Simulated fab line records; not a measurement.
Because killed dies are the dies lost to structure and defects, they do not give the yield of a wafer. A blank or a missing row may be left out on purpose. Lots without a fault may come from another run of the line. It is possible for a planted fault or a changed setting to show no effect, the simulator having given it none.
Problem report in the 8D (eight disciplines) form, filled by code ; flow rit-cmos ; the parts of the form that need people (team, actions taken, sign-off) are left out

1. THE PROBLEM
Wafers with no fault read 348.1 s with a standard deviation of 0.44, whereas run-length-s at RIT_CONTACT_ETCH_11 reads a mean of 454.5 s on 1 wafer of 1 lot. So: +99 or more standard deviations from the usual mean.
The step: etches SiO2 in CHF3/CF4/Ar, stops on TiSi2, target depth 480 nm, time 320 s.
First observed at day 7 02:53: wafer L103.3, on rie-diel-02. The record holds 15 wafers of 5 lots with a number at this step. Rule for "out", or "out of limits": more than 4 standard deviations from the usual mean. Any other wafer with a number is counted as sound.

2. WHAT IT IS, WHAT IT ISN'T
question;is;is not
which readings at this step;run-length-s;drypump-motor-current-A, mfc-ar-sccm, throttle-valve-pct
which lots;L103;L100, L994, L996, L997
which wafers of those lots;L103.3;L103.1, L103.4
read on which tools;rie-diel-02;rie-diel-03, rie-diel-04
when;from day 7 02:53;up to then (14 sound wafers)

3. WHAT RULES OUT EACH SUSPECT
Counting: a tool at a process step up to the reading stays a suspect if it ran every lot that is out. Sound lots after the first of them don't rule it out here, since some wafers of a struck lot are sound.
- rtp-anneal-02 at RIT_SILICIDE_RTA_06 (time 10 s, ramp up 5 s, ramp down 10 s): kept. The lot that is out, L103, ran on it at day 7 01:17; the last sound lot it ran before that was L997, at day 5 23:02.
- pecvd-04 at RIT_CONTACT_CVD_00 (deposits SiO2 from TEOS, target thk 400 nm, time 61 s): kept. The lot that is out, L103, ran on it at day 7 01:21; the last sound lot it ran before that was L100, at day 6 11:29.
- rie-diel-02 at RIT_CONTACT_ETCH_11 (etches SiO2 in CHF3/CF4/Ar, stops on TiSi2, target depth 480 nm, time 320 s): kept. The lot that is out, L103, ran on it at day 7 02:53; the last sound lot it ran before that was L994, at day 5 06:32. Out on those wafers are its own readings of run-length-s.
- rie-diel-02, RIT_CONTACT_ETCH_11: wafers that are out in chamber 2, sound lot-mates in chambers 0, 1.
Still standing after the count: rtp-anneal-02 at RIT_SILICIDE_RTA_06, pecvd-04 at RIT_CONTACT_CVD_00, rie-diel-02 at RIT_CONTACT_ETCH_11.

4. THE CAUSE (what the simulator had put in)
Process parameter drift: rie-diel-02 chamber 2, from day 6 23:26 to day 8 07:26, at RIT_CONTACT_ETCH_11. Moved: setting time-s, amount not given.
After counting, 3 suspects remain, this tool included.

5. SEQUENCE OF EFFECTS, ordered by route
One row per reading whose mean, taken over the struck wafers that have a number, lies over 3 standard deviations from the usual. Readings are gone through only where the record gives a usual standard deviation; hours: the median, over the lots, of the time from a lot's start at the first step in this table giving one to that lot's start at this step; sigmas: the change measured in usual standard deviations.
hours;step;reading;usual;on struck wafers;change;sigmas
0;RIT_CONTACT_ETCH_11;run-length-s;348.1 s;454.5;+106.4;+99 or more
Here are the process steps it includes:
- RIT_CONTACT_ETCH_11: etches SiO2 in CHF3/CF4/Ar, stops on TiSi2, target depth 480 nm, time 320 s.

6. WHAT WOULD HAVE CAUGHT IT SOONER
First out-of-limits reading in this record: day 7 02:53, which is 3 hours after fault onset at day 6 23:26.
